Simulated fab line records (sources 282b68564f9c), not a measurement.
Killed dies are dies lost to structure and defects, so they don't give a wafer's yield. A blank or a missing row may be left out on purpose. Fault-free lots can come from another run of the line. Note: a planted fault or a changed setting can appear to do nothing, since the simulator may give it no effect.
Commonality check across tools || flow rit_cmos || Sample size 14 lots and 42 wafers

== WHY THIS WAS OPENED ==
At RIT_SPACER_THK_MEAS_04 the reading SPACER_NITRIDE_THK is flagged on 2 of 14 lots. Wafers without a fault read 249.8 nm, standard deviation 2.1.
Rule: flag the lot when none of its wafers has a number, or when each of its wafers that has one lies beyond 4 standard deviations from that mean. The other lots count as sound.

{"lot": "L160", "measured": "day 3 01:22", "on": "film_metro-01", "SPACER_NITRIDE_THK (nm), wafer by wafer": "247.3 249.9 249.3", "flag": ""}
{"lot": "L161", "measured": "day 3 08:06", "on": "film_metro-01", "SPACER_NITRIDE_THK (nm), wafer by wafer": "252.5 249.4 252.8", "flag": ""}
{"lot": "L162", "measured": "day 3 10:49", "on": "film_metro-03", "SPACER_NITRIDE_THK (nm), wafer by wafer": "251.1 248.4 249.8", "flag": ""}
{"lot": "L163", "measured": "day 3 13:50", "on": "film_metro-03", "SPACER_NITRIDE_THK (nm), wafer by wafer": "250.3 248.3 249.0", "flag": ""}
{"lot": "L164", "measured": "day 3 21:59", "on": "film_metro-02", "SPACER_NITRIDE_THK (nm), wafer by wafer": "254.2 250.6 251.0", "flag": ""}
{"lot": "L165", "measured": "day 4 04:27", "on": "film_metro-02", "SPACER_NITRIDE_THK (nm), wafer by wafer": "252.5 251.0 252.0", "flag": ""}
{"lot": "L166", "measured": "day 4 08:11", "on": "film_metro-02", "SPACER_NITRIDE_THK (nm), wafer by wafer": "250.4 249.9 250.6", "flag": ""}
{"lot": "L172", "measured": "day 5 16:55", "on": "film_metro-03", "SPACER_NITRIDE_THK (nm), wafer by wafer": "246.8 246.4 247.3", "flag": ""}
{"lot": "L175", "measured": "day 6 08:00", "on": "film_metro-03", "SPACER_NITRIDE_THK (nm), wafer by wafer": "252.2 252.1 251.6", "flag": ""}
{"lot": "L176", "measured": "day 6 13:11", "on": "film_metro-02", "SPACER_NITRIDE_THK (nm), wafer by wafer": "236.6 234.4 235.4", "flag": "FLAGGED"}
{"lot": "L177", "measured": "day 6 17:14", "on": "film_metro-03", "SPACER_NITRIDE_THK (nm), wafer by wafer": "237.0 234.3 234.0", "flag": "FLAGGED"}
{"lot": "L178", "measured": "day 6 19:50", "on": "film_metro-03", "SPACER_NITRIDE_THK (nm), wafer by wafer": "247.3 249.4 247.4", "flag": ""}
{"lot": "L179", "measured": "day 6 21:47", "on": "film_metro-03", "SPACER_NITRIDE_THK (nm), wafer by wafer": "245.1 245.5 246.9", "flag": ""}
{"lot": "L181", "measured": "day 7 12:40", "on": "film_metro-01", "SPACER_NITRIDE_THK (nm), wafer by wafer": "247.9 248.0 248.2", "flag": ""}
Average over the flagged lots: 235.3 nm; offset from the usual -14.5 nm, equal to -7 standard deviations.

== LOT BY LOT: THE TOOL USED ==
The record keeps 1 process step preceding the reading, out of 202 steps on the route. Cell contents, in order: the tool; ch with the chambers the sampled wafers went through; the start.
{"lot": "L160", "flag": "", "RIT_SPACER_CVD_03": "lpcvd-02 ch 1, day 2 23:26"}
{"lot": "L161", "flag": "", "RIT_SPACER_CVD_03": "lpcvd-02 ch 1, day 3 06:11"}
{"lot": "L162", "flag": "", "RIT_SPACER_CVD_03": "lpcvd-02 ch 1, day 3 08:54"}
{"lot": "L163", "flag": "", "RIT_SPACER_CVD_03": "lpcvd-02 ch 1, day 3 11:55"}
{"lot": "L164", "flag": "", "RIT_SPACER_CVD_03": "lpcvd-02 ch 1, day 3 20:03"}
{"lot": "L165", "flag": "", "RIT_SPACER_CVD_03": "lpcvd-02 ch 1, day 4 02:31"}
{"lot": "L166", "flag": "", "RIT_SPACER_CVD_03": "lpcvd-01 ch 0, day 4 06:16"}
{"lot": "L172", "flag": "", "RIT_SPACER_CVD_03": "lpcvd-01 ch 0, day 5 14:59"}
{"lot": "L175", "flag": "", "RIT_SPACER_CVD_03": "lpcvd-01 ch 1, day 6 06:05"}
{"lot": "L176", "flag": "FLAGGED", "RIT_SPACER_CVD_03": "lpcvd-02 ch 0, day 6 10:18"}
{"lot": "L177", "flag": "FLAGGED", "RIT_SPACER_CVD_03": "lpcvd-02 ch 1, day 6 15:18"}
{"lot": "L178", "flag": "", "RIT_SPACER_CVD_03": "lpcvd-01 ch 0, day 6 17:55"}
{"lot": "L179", "flag": "", "RIT_SPACER_CVD_03": "lpcvd-01 ch 0, day 6 19:50"}
{"lot": "L181", "flag": "", "RIT_SPACER_CVD_03": "lpcvd-01 ch 1, day 7 10:45"}
What is done by these steps:
- RIT_SPACER_CVD_03: deposits Si3N4 from SiH2Cl2/NH3, target thk 250 nm, time 3300 s.
- RIT_SPACER_THK_MEAS_04

== FLAGGED AGAINST TOTAL, ONE TOOL AT A TIME (gauges that did the reading follow at the end) ==
{"step": "RIT_SPACER_CVD_03", "tool": "lpcvd-01", "lots run": 6, "flagged": 0, "share of the flagged lots": "none", "sound lots run after its first flagged lot": "-"}
{"step": "RIT_SPACER_CVD_03", "tool": "lpcvd-02", "lots run": 8, "flagged": 2, "share of the flagged lots": "all", "sound lots run after its first flagged lot": 0}
{"step": "RIT_SPACER_THK_MEAS_04", "tool": "film_metro-01", "lots run": 3, "flagged": 0, "share of the flagged lots": "none", "sound lots run after its first flagged lot": "-"}
{"step": "RIT_SPACER_THK_MEAS_04", "tool": "film_metro-02", "lots run": 4, "flagged": 1, "share of the flagged lots": "some", "sound lots run after its first flagged lot": 0}
{"step": "RIT_SPACER_THK_MEAS_04", "tool": "film_metro-03", "lots run": 7, "flagged": 1, "share of the flagged lots": "some", "sound lots run after its first flagged lot": "2 (L178,L179)"}

== WHAT THE TABLE PERMITS ==
All flagged lots share 1 row of the table, namely lpcvd-02 at RIT_SPACER_CVD_03.
- lpcvd-02 at RIT_SPACER_CVD_03 ran 8 lots, 2 of them flagged. A fault beginning between L165 (day 4 02:31), its last sound lot, and L176 (day 6 10:18), its first flagged one, fits the data. Its own readings (pressure_mtorr) fall more than 4 standard deviations out on all wafers of the flagged lots.
Just one tool remains: lpcvd-02 at RIT_SPACER_CVD_03.

== WHAT THE SIMULATOR HAD PUT IN ==
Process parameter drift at RIT_SPACER_CVD_03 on lpcvd-02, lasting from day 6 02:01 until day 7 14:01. From 300, the setting pressure_mtorr moved by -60. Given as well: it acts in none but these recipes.
Lots struck among those shown: L176, L177. The rule above reached the same finding.
